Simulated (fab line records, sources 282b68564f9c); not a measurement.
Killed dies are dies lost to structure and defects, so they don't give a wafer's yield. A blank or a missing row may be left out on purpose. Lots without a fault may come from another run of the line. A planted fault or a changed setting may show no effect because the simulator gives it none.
Problem report in the 8D (eight disciplines) form, filled by code | flow rit_cmos | the parts of the form that need people (team, actions taken, sign-off) are left out

1. THE PROBLEM
beam_energy_keV at RIT_PRETRO_IMPLANT_08 reads a mean of 50.315 on 6 wafers of 2 lots; wafers without a fault read 45.001 with a standard deviation of 0.016. That is +99 or more standard deviations from the usual mean.
First seen on wafer L901.3, day 3 15:30, on implanter-03. The record holds 42 wafers of 14 lots with a number at this step. Rule for "out", or "out of limits": more than 4 standard deviations from the usual mean. The other wafers with a number count as sound.

2. WHAT IT IS AND WHAT IT IS NOT
question                    | is                     | is not
which readings at this step | beam_energy_keV        | end_station_pressure_torr
which lots                  | L901, L902             | L897, L898, L900, L904, L908, L909, L911, L912, L913, L914, L915, L918
which wafers of those lots  | all that have a number | -
read on which tools         | implanter-03           | implanter-02, implanter-04
when                        | from day 3 15:30       | up to then (9 sound wafers); but 27 sound wafers of L904, L908, L909, L911, L912, L913, L914, L915, L918 came after

3. SUSPECTS, AND WHAT RULES EACH OUT
Counting: a tool at a process step up to the reading stays a suspect if it ran every lot that is out and no sound lot after the first of them.
- implanter-03 at RIT_PRETRO_IMPLANT_08: ruled out as a lasting fault. Sound lots L915, L918 ran on it after its first lot that is out, L901 (day 3 15:30).
Left after counting: nothing in the record.

4. THE CAUSE (what the simulator had put in)
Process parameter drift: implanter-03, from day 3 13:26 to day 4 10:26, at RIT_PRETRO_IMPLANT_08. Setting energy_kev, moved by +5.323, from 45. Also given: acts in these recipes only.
Counting ruled it out, wrongly.

5. THE CHAIN OF EFFECTS, in route order
Each row: a reading whose mean over the struck wafers that have a number lies more than 3 standard deviations from the usual. Only readings for which the record gives a usual standard deviation are gone through. hours: the time from each lot's start at the first step in this table that gives one to its start at this step, as a median over the lots. sigmas: the change in usual standard deviations.
hours | step                  | reading         | usual  | on struck wafers | change | sigmas
0     | RIT_PRETRO_IMPLANT_08 | beam_energy_keV | 45.001 | 50.315           | +5.314 | +99 or more
The process steps in it:
- RIT_PRETRO_IMPLANT_08

6. WHAT WOULD HAVE CAUGHT IT SOONER
In this record the first reading out of limits was taken at day 3 15:30, 2 hours after the fault began at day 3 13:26.
